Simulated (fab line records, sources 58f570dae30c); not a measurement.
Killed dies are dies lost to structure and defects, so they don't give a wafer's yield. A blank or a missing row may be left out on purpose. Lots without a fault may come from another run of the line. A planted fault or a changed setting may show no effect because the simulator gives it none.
A struck lot beside a sound one | flow berkeley_cmos170 | 44 steps out of a route of 331
Sound: wafers L248.1, L248.2, L248.5. Struck: wafers L256.2, L256.3, L256.4. The cause comes at the end.
At each step with rows: each side's tool, then ch and its chambers, then its first start. Under that, the readings that differ: sound wafers | struck wafers | difference of the means | sigmas: that difference in standard deviations of wafers without a fault.
alike: readings whose means differ by less than 2 such deviations, and words and numbers that are the same on both sides. not compared: withheld readings, readings that some wafer has no value for, bounds like >300 that may hide the same value, and numbers for which the record gives no deviation and whose values overlap.
The two part at a step that has a row with sigmas, a row that says differs or no value, or rows on one side only. Numbers that don't overlap but have no deviation are shown without sigmas and don't part them. A reading that every wafer of one side lacks parts them only if that side has two wafers or more.

first, 1 step without rows for these wafers: UCB170_PLDD_IMPLANT_09.
UCB170_PLDD_STRIP_10: strips in O2.
  sound on plasma_asher-04 ch 0,1, day 7 13:32; struck on plasma_asher-04 ch 0,1, day 9 05:05
  alike: drypump_motor_current_A, oes_product_au, strip_time_to_endpoint_s
  not compared: rf_hours_counter_h
UCB170_PLDD_TW_MEAS_11:
  sound on film_metro-02, day 7 13:38; struck on film_metro-04, day 9 05:11
  alike: PLDD_TW
then, 7 steps without rows for these wafers: UCB170_PLDD_CLEAN_12 (cleans in SPM, time 600 s); UCB170_NLDD_HMDS_00 (prime time 60 s); UCB170_NLDD_COAT_01 (resist thk 900 nm); UCB170_NLDD_SOFTBAKE_02 (time 60 s); UCB170_NLDD_EXPOSE_03 (exposes mask NSELECT, target cd 1200 nm); UCB170_NLDD_PEB_04; UCB170_NLDD_DEVELOP_05 (develop time 45 s).
UCB170_NLDD_CD_MEAS_06: target cd 1200 nm.
  sound on cd_sem-01, day 7 14:52; struck on cd_sem-02, day 9 06:55
  alike: cd_nm
UCB170_NLDD_OVL_MEAS_07:
  sound on overlay-02, day 7 14:59; struck on overlay-01, day 9 07:02
  alike: NLDD_OVL
UCB170_NLDD_IMPLANT_08:
  sound on implanter-02 ch 0, day 7 15:01; struck on implanter-02 ch 0, day 9 07:05
  reading            | sound             | struck            | difference | sigmas
  tilt_deg (degrees) | 6.997 7.006 7.005 | 5.325 5.297 5.340 | -1.682     | -93
then, 1 step without rows for these wafers: UCB170_NLDD_IMPLANT_09.
UCB170_NLDD_STRIP_10: strips in O2.
  sound on plasma_asher-04 ch 0,1, day 7 15:19; struck on plasma_asher-02 ch 0,1, day 9 07:22
  alike: drypump_motor_current_A, oes_product_au, strip_time_to_endpoint_s
  not compared: rf_hours_counter_h
UCB170_NLDD_TW_MEAS_11:
  sound on film_metro-02, day 7 15:25; struck on film_metro-04, day 9 07:28
  alike: NLDD_TW
then, 1 step without rows for these wafers: UCB170_NLDD_CLEAN_12 (cleans in SPM, time 600 s).
UCB170_SPACER_CVD_00: deposits SiO2 from TEOS/O2, target thk 376 nm, time 47 s.
  sound on pecvd-02 ch 0,1, day 7 15:40; struck on pecvd-03 ch 0,2, day 9 07:43
  alike: heater_power_w
  not compared: since_wet_clean_h
UCB170_SPACER_THK_MEAS_01:
  sound on film_metro-03, day 7 15:42; struck on film_metro-01, day 9 07:46
  alike: SPACER_TEOS_THK
then, 1 step without rows for these wafers: UCB170_SPACER_ANNEAL_02 (time 1800 s).
UCB170_SPACER_ETCHBACK_03: etches SiO2 in CHF3/CF4/Ar, stops on Si, target depth 376 nm, time 100 s.
  sound on rie_diel-02 ch 1,2, day 7 23:30; struck on rie_diel-01 ch 0,2,3, day 9 10:12
  alike: drypump_motor_current_A, oes_product_au, throttle_valve_pct
  not compared: rf_hours_counter_h
then, 6 steps without rows for these wafers: UCB170_PSD_HMDS_00 (prime time 60 s); UCB170_PSD_COAT_01 (resist thk 900 nm); UCB170_PSD_SOFTBAKE_02 (time 60 s); UCB170_PSD_EXPOSE_03 (exposes mask PSELECT MOD, target cd 1200 nm); UCB170_PSD_PEB_04; UCB170_PSD_DEVELOP_05 (develop time 45 s).
UCB170_PSD_CD_MEAS_06: target cd 1200 nm.
  sound on cd_sem-02, day 8 01:31; struck on cd_sem-01, day 9 12:55
  alike: cd_nm
UCB170_PSD_OVL_MEAS_07:
  sound on overlay-01, day 8 01:38; struck on overlay-01, day 9 13:01
  alike: PSD_OVL
then, 1 step without rows for these wafers: UCB170_PSD_IMPLANT_08.
UCB170_PSD_STRIP_09: strips in O2.
  sound on plasma_asher-03 ch 0,1, day 8 01:49; struck on plasma_asher-01 ch 0,1, day 9 13:11
  reading                      | sound             | struck            | difference | sigmas
  strip_time_to_endpoint_s (s) | 29.52 29.46 29.45 | 29.27 29.30 29.34 | -0.17      | -2
  alike: drypump_motor_current_A, oes_product_au
  not compared: rf_hours_counter_h
UCB170_PSD_TW_MEAS_10:
  sound on film_metro-02, day 8 01:55; struck on film_metro-03, day 9 13:18
  alike: PSD_TW
then, 7 steps without rows for these wafers: UCB170_PSD_CLEAN_11 (cleans in SPM, time 600 s); UCB170_NSD_HMDS_00 (prime time 60 s); UCB170_NSD_COAT_01 (resist thk 900 nm); UCB170_NSD_SOFTBAKE_02 (time 60 s); UCB170_NSD_EXPOSE_03 (exposes mask NSELECT MOD, target cd 1200 nm); UCB170_NSD_PEB_04; UCB170_NSD_DEVELOP_05 (develop time 45 s).
UCB170_NSD_CD_MEAS_06: target cd 1200 nm.
  sound on cd_sem-01, day 8 03:41; struck on cd_sem-02, day 9 18:21
  reading    | sound                | struck               | difference | sigmas
  cd_nm (nm) | 1201.6 1201.3 1202.1 | 1197.9 1199.1 1197.6 | -3.5       | -3
UCB170_NSD_OVL_MEAS_07:
  sound on overlay-02, day 8 03:48; struck on overlay-01, day 9 18:28
  alike: NSD_OVL
then, 1 step without rows for these wafers: UCB170_NSD_IMPLANT_08.
UCB170_SDANNEAL_RS_MEAS_05: measures by four-point-probe.
  sound on film_metro-02, day 8 05:41; struck on film_metro-04, day 9 20:38
  reading          | sound             | struck            | difference | sigmas
  NLDD_RS (ohm/sq) | 617.9 616.8 617.7 | 604.4 604.7 604.9 | -12.8      | -9
then, 1 step without rows for these wafers: UCB170_M3_PROBE_99.

WHERE THEY PART
First at UCB170_NLDD_IMPLANT_08; last, within this record, at UCB170_SDANNEAL_RS_MEAS_05.

WHY: what the simulator had put in
Process parameter drift: implanter-02, from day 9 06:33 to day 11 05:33, at UCB170_NLDD_IMPLANT_08. Setting tilt_deg, moved by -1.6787, from 7. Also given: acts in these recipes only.
